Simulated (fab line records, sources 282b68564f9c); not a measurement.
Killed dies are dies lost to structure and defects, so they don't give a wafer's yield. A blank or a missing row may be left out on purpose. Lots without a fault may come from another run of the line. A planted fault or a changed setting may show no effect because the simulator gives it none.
A struck lot beside a sound one | flow rit_cmos | 17 steps out of a route of 202
Sound: wafers L320.1, L320.2, L320.5. Struck: wafers L313.3, L313.4, L313.5. The cause comes at the end.
At each step with rows: each side's tool, then ch and its chambers, then its first start. Under that, the readings that differ: sound wafers | struck wafers | difference of the means | sigmas: that difference in standard deviations of wafers without a fault.
alike: readings whose means differ by less than 2 such deviations, and words and numbers that are the same on both sides. not compared: withheld readings, readings that some wafer has no value for, bounds like >300 that may hide the same value, and numbers for which the record gives no deviation and whose values overlap.
The two part at a step that has a row with sigmas, a row that says differs or no value, or rows on one side only. Numbers that don't overlap but have no deviation are shown without sigmas and don't part them. A reading that every wafer of one side lacks parts them only if that side has two wafers or more.

RIT_PWELL_TW_MEAS_10:
  sound on film_metro-03, day 5 06:26; struck on film_metro-04, day 3 19:30
  alike: PWELL_TW
then, 1 step without rows for these wafers: RIT_WELLDRIVE_ANNEAL_00 (time 14700 s).
RIT_WELLDRIVE_RS_MEAS_01: measures by four-point-probe.
  sound on film_metro-03, day 5 11:41; struck on film_metro-03, day 4 01:12
  alike: NWELL_RS
RIT_WELLDRIVE_RS_MEAS_02: measures by four-point-probe.
  sound on film_metro-03, day 5 11:49; struck on film_metro-03, day 4 01:19
  alike: PWELL_RS
then, 6 steps without rows for these wafers: RIT_NRETRO_HMDS_00 (prime time 60 s); RIT_NRETRO_COAT_01 (resist thk 1300 nm); RIT_NRETRO_SOFTBAKE_02 (time 60 s); RIT_NRETRO_EXPOSE_03 (exposes mask M4, target cd 43900 nm); RIT_NRETRO_PEB_04; RIT_NRETRO_DEVELOP_05 (develop time 68 s).
RIT_NRETRO_OVL_MEAS_06:
  sound on overlay-01, day 5 12:49; struck on overlay-01, day 4 02:17
  alike: NRETRO_OVL
then, 1 step without rows for these wafers: RIT_NRETRO_HARDBAKE_07 (time 120 s).
RIT_NRETRO_IMPLANT_08:
  sound on implanter-04 ch 0, day 5 13:06; struck on implanter-02 ch 0, day 4 02:56
RIT_NRETRO_STRIP_09: strips in O2, time 180 s.
  sound on plasma_asher-02 ch 0,1, day 5 13:15; struck on plasma_asher-04 ch 0,1, day 4 03:05
  alike: drypump_motor_current_A
  not compared: rf_hours_counter_h
RIT_NRETRO_TW_MEAS_10:
  sound on film_metro-03, day 5 13:25; struck on film_metro-01, day 4 03:14
  reading   | sound          | struck         | difference | sigmas
  NRETRO_TW | 1059 1051 1055 | 1298 1304 1297 | +245       | +28
then, 1 step without rows for these wafers: RIT_PRETRO_HMDS_00 (prime time 60 s).
RIT_M1_PROBE_99:
  the record has rows for the struck wafers here (prober-01, day 5 08:08) and none for the sound ones

WHERE THEY PART
First at RIT_NRETRO_TW_MEAS_10; last, within this record, at RIT_M1_PROBE_99.

WHY: what the simulator had put in
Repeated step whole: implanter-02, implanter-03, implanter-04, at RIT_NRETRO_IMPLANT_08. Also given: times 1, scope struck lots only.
